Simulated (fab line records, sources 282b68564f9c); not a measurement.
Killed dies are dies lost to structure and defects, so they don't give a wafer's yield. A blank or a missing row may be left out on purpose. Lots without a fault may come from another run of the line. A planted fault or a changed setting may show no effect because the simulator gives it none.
Which tool did it? | flow rit_cmos | 15 lots, 45 wafers sampled, at 3 steps of a route of 202

WHAT THE GAUGES READ, wafer by wafer
RIT_NSD_TW_MEAS_10.
lot  | measured    | on            | NSD_TW
L421 | day 3 10:18 | film_metro-02 | 3113 3123 3120
L423 | day 3 12:58 | film_metro-03 | 3159 3155 3157
L426 | day 4 06:37 | film_metro-02 | 3136 3131 3124
L427 | day 4 13:03 | film_metro-04 | 3122 3127 3115
L428 | day 4 16:10 | film_metro-03 | 3186 3190 3165
L429 | day 4 18:30 | film_metro-02 | 3124 3148 3143
L430 | day 5 04:00 | film_metro-03 | 3159 3151 3147
L433 | day 5 17:17 | film_metro-02 | 3044 3047 3038
L434 | day 6 00:39 | film_metro-02 | 3051 3055 3040 3038 3046 3042
L436 | day 6 15:31 | film_metro-03 | 3183 3169 3174
L437 | day 6 15:54 | film_metro-04 | 3025 3017 3016 3026 3025 3040
L439 | day 7 12:57 | film_metro-04 | 3102 3119 3114
L442 | day 8 02:52 | film_metro-04 | 3099 3085 3110
L443 | day 8 11:34 | film_metro-04 | 3108 3124 3097
L444 | day 8 17:53 | film_metro-03 | 3146 3156 3160

RIT_SDANNEAL_RS_MEAS_05: measures by four-point-probe.
lot  | measured    | on            | NSD_RS (ohm/sq)
L421 | day 3 12:41 | film_metro-02 | 84.38 84.15 84.27
L423 | day 3 15:01 | film_metro-02 | 84.90 84.42 84.28
L426 | day 4 08:39 | film_metro-04 | 84.69 84.52 84.45
L427 | day 4 15:23 | film_metro-02 | 84.22 84.70 84.27
L428 | day 4 18:23 | film_metro-03 | 84.48 84.34 84.44
L429 | day 4 20:32 | film_metro-04 | 84.17 84.19 83.85
L430 | day 5 06:03 | film_metro-02 | 84.51 84.55 84.25
L433 | day 5 19:29 | film_metro-02 | 85.79 85.41 85.72 85.65 85.38 85.63
L434 | day 6 02:55 | film_metro-02 | 86.05 85.85 86.19 86.27 85.77 86.17
L436 | day 6 17:55 | film_metro-02 | 84.64 84.73 84.93
L437 | day 7 00:37 | film_metro-04 | 86.04 85.97 85.80 85.94 85.93 85.72
L439 | day 7 15:07 | film_metro-02 | 84.25 84.28 84.38
L442 | day 8 04:55 | film_metro-03 | 85.22 84.95 84.88
L443 | day 8 13:38 | film_metro-03 | 84.32 84.44 84.78
L444 | day 8 19:56 | film_metro-04 | 84.67 84.74 84.95

WHICH TOOL RAN EACH LOT (tool, then ch and the chambers of the sampled wafers, then the start)
lot  | RIT_NSD_IMPLANT_08
L421 | implanter-04 ch 0, day 3 09:59
L423 | implanter-02 ch 0, day 3 12:39
L426 | implanter-04 ch 0, day 4 06:18
L427 | implanter-02 ch 0, day 4 12:46
L428 | implanter-02 ch 0, day 4 15:50
L429 | implanter-04 ch 0, day 4 18:11
L430 | implanter-02 ch 0, day 5 03:41
L433 | implanter-02 ch 0, day 5 16:59
L434 | implanter-02 ch 0, day 6 00:19
L436 | implanter-03 ch 0, day 6 15:12
L437 | implanter-02 ch 0, day 6 15:35
L439 | implanter-04 ch 0, day 7 12:38
L442 | implanter-03 ch 0, day 8 02:34
L443 | implanter-03 ch 0, day 8 11:16
L444 | implanter-04 ch 0, day 8 17:34
- RIT_NSD_IMPLANT_08

WHAT THE TOOLS THEMSELVES READ (means of the sampled wafers that have a number; where no wafer has one, the mark that the record gives instead)
RIT_NSD_IMPLANT_08.
lot  | tool         | beam_energy_keV | end_station_pressure_torr (Torr) | tilt_deg (degrees)
L421 | implanter-04 | 24.999          | 8.0e-06                          | 7.000
L423 | implanter-02 | 25.004          | 7.6e-06                          | 6.999
L426 | implanter-04 | 25.002          | 7.8e-06                          | 7.008
L427 | implanter-02 | 24.993          | 7.4e-06                          | 6.994
L428 | implanter-02 | 25.000          | 7.9e-06                          | 6.987
L429 | implanter-04 | 24.999          | 7.5e-06                          | 7.001
L430 | implanter-02 | 25.008          | 7.2e-06                          | 7.015
L433 | implanter-02 | 22.497          | 7.7e-06                          | 7.002
L434 | implanter-02 | 22.507          | 7.8e-06                          | 7.015
L436 | implanter-03 | 24.991          | 7.1e-06                          | 7.008
L437 | implanter-02 | 22.503          | 7.9e-06                          | 7.005
L439 | implanter-04 | 24.999          | 7.3e-06                          | 7.011
L442 | implanter-03 | 25.003          | 7.7e-06                          | 6.992
L443 | implanter-03 | 24.992          | 8.0e-06                          | 7.004
L444 | implanter-04 | 24.999          | 7.5e-06                          | 7.006

THE ANSWER, worked out from the rows above alone
Rule: what is usual is taken from the lots themselves. Put in order of their means at a reading, lots are off if they are a third of the lots or fewer, leave a main group of 4 or more, and stand apart from it by a gap of 3 or more times the standard deviation of the main group's means; of several such gaps the widest counts. A main group whose means are all the same, to the digits that the tables above print for the reading, isn't used. A lot without any number at a reading at which 4 lots or more have one is off too. The other lots that the step has rows for count as sound. The gauges are gone through in route order, then the tools' own readings, and for those a lot's mean is taken as printed above. The first step at which some lot is off is used, and at that step the reading that is off furthest; a lot without a number counts as furthest.
Off: L433, L434, L437, at RIT_NSD_IMPLANT_08 (beam_energy_keV). The main group: mean 24.999, standard deviation 0.0048.
A tool fits if, at that step or a process step before it, it ran every lot that is off, and no sound lot after the first of them. One fits: implanter-02 at RIT_NSD_IMPLANT_08. Its last sound lot is L430 (day 5 03:41), its first lot that is off L433 (day 5 16:59): a fault that began between those two fits.
The tool's own readings at RIT_NSD_IMPLANT_08 bear it out: on the lots that are off they differ by more than 5 times the standard deviation of the sound lots' means. beam_energy_keV reads 22.502 there against 24.999 on the sound lots.

WHAT THE SIMULATOR HAD PUT IN
Process parameter drift: implanter-02, from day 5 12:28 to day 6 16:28, at RIT_NSD_IMPLANT_08. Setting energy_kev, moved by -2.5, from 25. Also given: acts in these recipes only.
Lots struck among those shown: L433, L434, L437. The rule above found the same.
